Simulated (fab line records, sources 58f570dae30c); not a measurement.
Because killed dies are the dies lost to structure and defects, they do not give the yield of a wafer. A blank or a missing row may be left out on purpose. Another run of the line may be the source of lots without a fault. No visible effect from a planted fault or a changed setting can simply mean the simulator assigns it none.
Split-lot experiment + flow berkeley_cmos170 + route with 331 steps; 5 lots, 23 wafers read

== SPLIT DETAILS ==
At UCB170_PSD_PEB_04, the setting peb_temp_c was moved away from the recipe's 130 C on 6 of the 23 wafers read, by -2.2% to +2.5%. For the rest of the wafers, this setting stayed at what the recipe calls for.

== FROM THE SPLIT ON TO THE READING: in between, the file shows 1 step ==
- UCB170_PSD_DEVELOP_05: develop time 45 s

== THE READING ==
Shown in nm: cd_nm at UCB170_PSD_CD_MEAS_06, with target cd 1200 nm. Typical for fault-free wafers on this fab line: 1200.1 nm, with standard deviation 1.6 nm.

| wafer  | tool, chamber at the split | peb_temp_c as run, C | against the recipe | cd_nm, nm | against lot-mates on the recipe |
|--------|----------------------------|----------------------|--------------------|-----------|---------------------------------|
| L074.2 | litho_track-01, 0          | 130                  | recipe             | 1196.7    | -                               |
| L074.4 | litho_track-01, 0          | 130                  | recipe             | 1198.1    | -                               |
| L074.5 | litho_track-01, 0          | 130                  | recipe             | 1196.9    | -                               |
| L078.1 | litho_track-04, 0          | 130                  | recipe             | 1203.1    | -                               |
| L078.2 | litho_track-04, 0          | 130                  | recipe             | 1201.9    | -                               |
| L078.3 | litho_track-04, 0          | 130                  | recipe             | 1203.0    | -                               |
| L078.4 | litho_track-04, 0          | 130                  | recipe             | 1201.7    | -                               |
| L078.6 | litho_track-04, 0          | 130                  | recipe             | 1202.5    | -                               |
| L079.1 | litho_track-01, 0          | 133.2                | +2.5%              | 1219.9    | +17.4                           |
| L079.2 | litho_track-01, 0          | 133.2                | +2.5%              | 1220.6    | +18.1                           |
| L079.3 | litho_track-01, 0          | 130                  | recipe             | 1202.6    | -                               |
| L079.4 | litho_track-01, 0          | 130                  | recipe             | 1202.4    | -                               |
| L079.6 | litho_track-01, 0          | 133.2                | +2.5%              | 1221.3    | +18.8                           |
| L082.1 | litho_track-04, 0          | 130                  | recipe             | 1200.8    | -                               |
| L082.3 | litho_track-04, 0          | 130                  | recipe             | 1198.3    | -                               |
| L082.4 | litho_track-04, 0          | 130                  | recipe             | 1199.2    | -                               |
| L082.5 | litho_track-04, 0          | 130                  | recipe             | 1200.1    | -                               |
| L082.6 | litho_track-04, 0          | 130                  | recipe             | 1199.0    | -                               |
| L085.1 | litho_track-02, 0          | 127.2                | -2.2%              | 1179.7    | -21.1                           |
| L085.2 | litho_track-02, 0          | 130                  | recipe             | 1201.1    | -                               |
| L085.3 | litho_track-02, 0          | 130                  | recipe             | 1200.6    | -                               |
| L085.4 | litho_track-02, 0          | 127.2                | -2.2%              | 1180.7    | -20.1                           |
| L085.5 | litho_track-02, 0          | 127.2                | -2.2%              | 1178.9    | -21.9                           |

FIT RESULTS
A straight line over all 23 wafers: cd_nm changes by +8.81 nm for each +1% of peb_temp_c; r = +0.98; the points scatter about the line by 2 nm.
The same after taking each lot's own level away (the mean of its wafers on the recipe; 23 wafers): +8.43 nm for each +1%; r = +0.99; scatter 1.4 nm.
Per that fit: largest peb_temp_c move, reading shift of 21 nm.
The lots' own levels span 1197.23 to 1202.50 nm, that is 3.3 times the standard deviation above.
The two slopes agree, so the slope changes little with the lot-to-lot level.
Check: for one of the wafers moved furthest among these (+2.5%), held out of the fit, the line's prediction against its lot-mates is +20.8 nm. Against them it came out at +17.4 nm.

== THE OTHER SPLITS THESE WAFERS WENT THROUGH ==
Note: prior to the reading, these wafers also went through further splits. Each is held against what the fit with the lots' levels taken away leaves over:
| other split on the same wafers | wafers away from the commonest value | r with cd_nm (lot level and that fit taken away) |
|--------------------------------|--------------------------------------|--------------------------------------------------|
| UCB170_PLDD_EXPOSE_03 dose_mj  | 7                                    | +0.24                                            |
| UCB170_NLDD_EXPOSE_03 dose_mj  | 10                                   | +0.13                                            |
| UCB170_SPACER_CVD_00 time_s    | 7                                    | -0.47                                            |

== THE FILE'S OWN FIT ==
cd_nm changes by +8.42 nm for each +1% of peb_temp_c, r = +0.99.
